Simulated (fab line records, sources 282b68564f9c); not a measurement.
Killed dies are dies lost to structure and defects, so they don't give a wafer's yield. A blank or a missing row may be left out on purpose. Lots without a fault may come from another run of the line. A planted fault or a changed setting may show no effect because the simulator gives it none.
A struck lot beside a sound one | flow rit_cmos | 45 steps out of a route of 202
Sound: wafers L560.1, L560.3, L560.6. Struck: wafers L553.1, L553.5, L553.6. The cause comes at the end.
At each step with rows: each side's tool, then ch and its chambers, then its first start. Under that, the readings that differ: sound wafers | struck wafers | difference of the means | sigmas: that difference in standard deviations of wafers without a fault.
alike: readings whose means differ by less than 2 such deviations, and words and numbers that are the same on both sides. not compared: withheld readings, readings that some wafer has no value for, bounds like >300 that may hide the same value, and numbers for which the record gives no deviation and whose values overlap.
The two part at a step that has a row with sigmas, a row that says differs or no value, or rows on one side only. Numbers that don't overlap but have no deviation are shown without sigmas and don't part them. A reading that every wafer of one side lacks parts them only if that side has two wafers or more.

RIT_GATE_CD_MEAS_16: target cd 150 nm.
  sound on cd_sem-02, day 6 19:53; struck on cd_sem-01, day 5 06:55
  alike: cd_nm
RIT_GATE_OVL_MEAS_17:
  sound on overlay-01, day 6 20:01; struck on overlay-02, day 5 07:02
  alike: GATE_OVL
then, 1 step without rows for these wafers: RIT_GATE_HARDBAKE_18 (time 60 s).
RIT_GATE_ETCH_19: etches poly-Si in SF6/CHF3/O2, stops on SiO2, time 165 s, target depth 312.5 nm.
  sound on rie_si-02 ch 0,2, day 6 20:12; struck on rie_si-01 ch 0,1, day 5 07:13
  reading                     | sound       | struck      | difference | sigmas
  drypump_motor_current_A (A) | 6.2 6.7 6.6 | 5.2 5.2 5.9 | -1.1       | -2
  alike: SF6_flow_sccm, oes_product_au, throttle_valve_pct
  not compared: rf_hours_counter_h
RIT_GATE_STRIP_20: strips in O2, time 180 s.
  sound on plasma_asher-04 ch 0,1, day 6 20:18; struck on plasma_asher-01 ch 0,1, day 5 07:20
  alike: drypump_motor_current_A
  not compared: rf_hours_counter_h
RIT_GATE_CD_MEAS_90: target cd 150 nm.
  sound on cd_sem-02, day 6 20:29; struck on cd_sem-02, day 5 07:30
  alike: cd_nm
then, 4 steps without rows for these wafers: RIT_REOX_CLEAN_00 (cleans in SC1, time 600 s); RIT_REOX_CLEAN_01 (cleans in dHF, time 30 s); RIT_REOX_CLEAN_02 (cleans in SC2, time 600 s); RIT_REOX_OXIDATION_03 (target thk 25.2 nm, ox time 5580 s).
RIT_REOX_THK_MEAS_04:
  sound on film_metro-01, day 7 01:29; struck on film_metro-01, day 5 12:33
  reading             | sound          | struck         | difference | sigmas
  REOX_OXIDE_THK (nm) | 24.9 24.8 25.0 | 26.1 25.7 25.8 | +1.0       | +3
then, 1 step without rows for these wafers: RIT_NLDD_HMDS_00 (prime time 60 s).
RIT_NLDD_COAT_01: resist thk 1000 nm.
  sound on litho_track-04 ch 0, day 7 01:41; struck on litho_track-04, day 5 12:46
  no value came back on the struck wafers for chill_plate_temp_C (C), dispense_pressure_kPa (kPa); on the sound wafers chill_plate_temp_C (C) reads 23.14 23.01 23.13
then, 4 steps without rows for these wafers: RIT_NLDD_SOFTBAKE_02 (time 60 s); RIT_NLDD_EXPOSE_03 (exposes mask M7, target cd 40700 nm); RIT_NLDD_PEB_04; RIT_NLDD_DEVELOP_05 (develop time 50 s).
RIT_NLDD_OVL_MEAS_06:
  sound on overlay-02, day 7 02:31; struck on overlay-02, day 5 13:38
  reading       | sound         | struck | difference                    | sigmas
  NLDD_OVL (nm) | 1.3 -1.1 -2.3 | - - -  | no value on the struck wafers |
then, 2 steps without rows for these wafers: RIT_NLDD_HARDBAKE_07 (time 60 s); RIT_NLDD_IMPLANT_08.
RIT_NLDD_STRIP_09: strips in O2, time 180 s.
  sound on plasma_asher-02 ch 1, day 7 02:51; struck on plasma_asher-02 ch 0,1, day 5 13:59
  alike: drypump_motor_current_A
  not compared: rf_hours_counter_h
RIT_NLDD_TW_MEAS_10:
  sound on film_metro-03, day 7 03:02; struck on film_metro-01, day 5 14:10
  alike: NLDD_TW
then, 6 steps without rows for these wafers: RIT_PLDD_HMDS_00 (prime time 60 s); RIT_PLDD_COAT_01 (resist thk 1000 nm); RIT_PLDD_SOFTBAKE_02 (time 60 s); RIT_PLDD_EXPOSE_03 (exposes mask M8, target cd 40900 nm); RIT_PLDD_PEB_04; RIT_PLDD_DEVELOP_05 (develop time 50 s).
RIT_PLDD_OVL_MEAS_06:
  sound on overlay-02, day 7 04:13; struck on overlay-02, day 5 15:12
  alike: PLDD_OVL
then, 2 steps without rows for these wafers: RIT_PLDD_HARDBAKE_07 (time 60 s); RIT_PLDD_IMPLANT_08.
RIT_PLDD_STRIP_09: strips in O2, time 180 s.
  sound on plasma_asher-03 ch 0,1, day 7 04:46; struck on plasma_asher-01 ch 0,1, day 5 15:32
  alike: drypump_motor_current_A
  not compared: rf_hours_counter_h
RIT_PLDD_TW_MEAS_10:
  sound on film_metro-01, day 7 04:57; struck on film_metro-03, day 5 15:43
  reading | sound          | struck         | difference | sigmas
  PLDD_TW | 2357 2364 2347 | 2854 2852 2852 | +497       | +58
then, 4 steps without rows for these wafers: RIT_SPACER_CLEAN_00 (cleans in SC1, time 600 s); RIT_SPACER_CLEAN_01 (cleans in dHF, time 30 s); RIT_SPACER_CLEAN_02 (cleans in SC2, time 600 s); RIT_SPACER_CVD_03 (deposits Si3N4 from SiH2Cl2/NH3, target thk 250 nm, time 3300 s).
RIT_SPACER_THK_MEAS_04:
  sound on film_metro-04, day 7 07:19; struck on film_metro-04, day 5 18:05
  alike: SPACER_NITRIDE_THK
RIT_SPACER_ETCHBACK_05: etches Si3N4 in SF6/CHF3, stops on SiO2, target depth 250 nm, time 240 s.
  sound on rie_diel-04 ch 0,2, day 7 07:23; struck on rie_diel-03 ch 0,2,3, day 5 18:08
  alike: SF6_flow_sccm, drypump_motor_current_A, oes_product_au, throttle_valve_pct
  not compared: rf_hours_counter_h
then, 3 steps without rows for these wafers: RIT_NSD_HMDS_00 (prime time 60 s); RIT_NSD_COAT_01 (resist thk 1000 nm); RIT_NSD_SOFTBAKE_02 (time 60 s).
RIT_NSD_TW_MEAS_10:
  sound on film_metro-01, day 7 08:54; struck on film_metro-01, day 5 19:47
  reading | sound          | struck         | difference | sigmas
  NSD_TW  | 3117 3116 3115 | 3307 3296 3301 | +185       | +15
RIT_PSD_TW_MEAS_10:
  sound on film_metro-03, day 7 10:30; struck on film_metro-02, day 5 21:20
  reading | sound          | struck         | difference | sigmas
  PSD_TW  | 3441 3443 3429 | 3499 3484 3489 | +53        | +4
RIT_M1_PROBE_99:
  the record has rows for the struck wafers here (prober-01, day 6 05:14) and none for the sound ones

WHERE THEY PART
First at RIT_GATE_ETCH_19; last, within this record, at RIT_M1_PROBE_99.

WHY: what the simulator had put in
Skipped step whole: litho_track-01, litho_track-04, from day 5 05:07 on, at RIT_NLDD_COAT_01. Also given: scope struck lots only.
